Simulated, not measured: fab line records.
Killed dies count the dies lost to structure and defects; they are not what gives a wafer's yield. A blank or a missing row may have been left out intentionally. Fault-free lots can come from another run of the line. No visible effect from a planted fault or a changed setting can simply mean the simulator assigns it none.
One fault through the eyes of 2 desks | flow ritCmos | only its own numbers are on each desk; what lay behind them is given at the end

THE METROLOGY DESK
Means of the sampled wafers that have a number, per lot and without regard to the tool the lot ran on: this is what the gauges read. Any lot whose mean is over 4 standard deviations away from the usual mean is out of limits and marked OUT; that distance is given in the brackets. Readings shown: 7 of its 10, picked as those furthest out on some lot.
Columns: A = PLDD_OVL at RIT_PLDD_OVL_MEAS_06, usual -0.2 nm; B = SPACER_NITRIDE_THK at RIT_SPACER_THK_MEAS_04, usual 248.2 nm; C = NSD_OVL at RIT_NSD_OVL_MEAS_06, usual -0.7 nm; D = PSD_TW at RIT_PSD_TW_MEAS_10, usual 3448; E = PSD_RS at RIT_SDANNEAL_RS_MEAS_04, usual 115.93 ohm/sq; F = NSD_RS at RIT_SDANNEAL_RS_MEAS_05, usual 84.49 ohm/sq; G = PLDD_RS at RIT_SDANNEAL_RS_MEAS_06, usual 178.6 ohm/sq
lot  | first seen here | A    | B     | C    | D    | E      | F     | G
L663 | day 3 10:28     | -2.1 | 252.6 | -0.4 | 3450 | 115.89 | 84.26 | 178.3
L664 | day 3 15:43     | -1.8 | 247.6 | -0.1 | 3421 | 116.23 | 84.80 | 179.1
L669 | day 4 18:06     | -1.0 | 247.4 | 1.6  | 3455 | 115.34 | 84.31 | 178.1
L671 | day 4 23:47     | 0.3  | 247.7 | 1.9  | 3432 | 115.84 | 84.51 | 178.8
L672 | day 5 03:24     | -0.6 | 246.9 | -1.9 | 3457 | 115.73 | 84.94 | 179.3
L674 | day 5 12:24     | 2.7  | 248.8 | 0.8  | 3438 | 115.50 | 84.32 | 178.6
L683 | day 7 10:30     | -0.8 | 246.2 | -0.9 | 3430 | 116.19 | 84.35 | 178.7
Result from this desk: across the 7 lots, nothing is out of limits.

FOR THE TOOL OWNER'S DESK: rieDiel-04
The tool's own readings at RIT_SPACER_ETCHBACK_05 (etches Si3N4 in SF6/CHF3, stops on SiO2, target depth 250 nm, time 240 s): means of the sampled wafers that have a number, for each lot that ran on this tool. Any lot whose mean is over 4 standard deviations away from the usual mean is out of limits and marked OUT; that distance is given in the brackets.
Columns: A = CHF3_flow_sccm at RIT_SPACER_ETCHBACK_05, usual 30.00 sccm; B = drypumpMotorCurrentA at RIT_SPACER_ETCHBACK_05, usual 5.6 A; C = oesProductAu at RIT_SPACER_ETCHBACK_05, usual 0.841 a.u.; D = rfFwdPowerW at RIT_SPACER_ETCHBACK_05, usual 249.3 W; E = throttleValvePct at RIT_SPACER_ETCHBACK_05, usual 10.30 %
lot  | first seen here | A     | B   | C     | D               | E
L664 | day 3 18:41     | 29.97 | 5.0 | 0.846 | 249.0           | 10.36
L669 | day 4 21:06     | 30.09 | 5.3 | 0.854 | 262.4 (+18) OUT | 10.31
L672 | day 5 06:32     | 29.98 | 5.3 | 0.843 | 262.5 (+18) OUT | 10.31
L674 | day 5 15:19     | 30.09 | 5.3 | 0.852 | 262.9 (+19) OUT | 10.32
This desk finds L669, L672, L674 out of limits, L669 being first, at day 4 21:06 (rfFwdPowerW at RIT_SPACER_ETCHBACK_05). Within limits: L664.

PUT TOGETHER
On L669, L672, L674, at day 4 21:06, an alarm was possible from the tool owner's desk.
From the metrology desk's view, nothing was out of limits.
The metrology desk holds a record of L669, L672, L674, inside its limits.
RIT_SPACER_ETCHBACK_05 was run on rieDiel-04 by each of the lots named.

WHAT HAD BEEN PUT IN BY THE SIMULATOR
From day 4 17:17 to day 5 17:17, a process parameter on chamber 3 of rieDiel-04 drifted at RIT_SPACER_ETCHBACK_05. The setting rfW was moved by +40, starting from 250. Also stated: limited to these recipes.
Lots struck among those shown: L669, L672, L674.
Delay in hours, fault start to first out-of-limits reading, by desk: the tool owner's desk at 4.
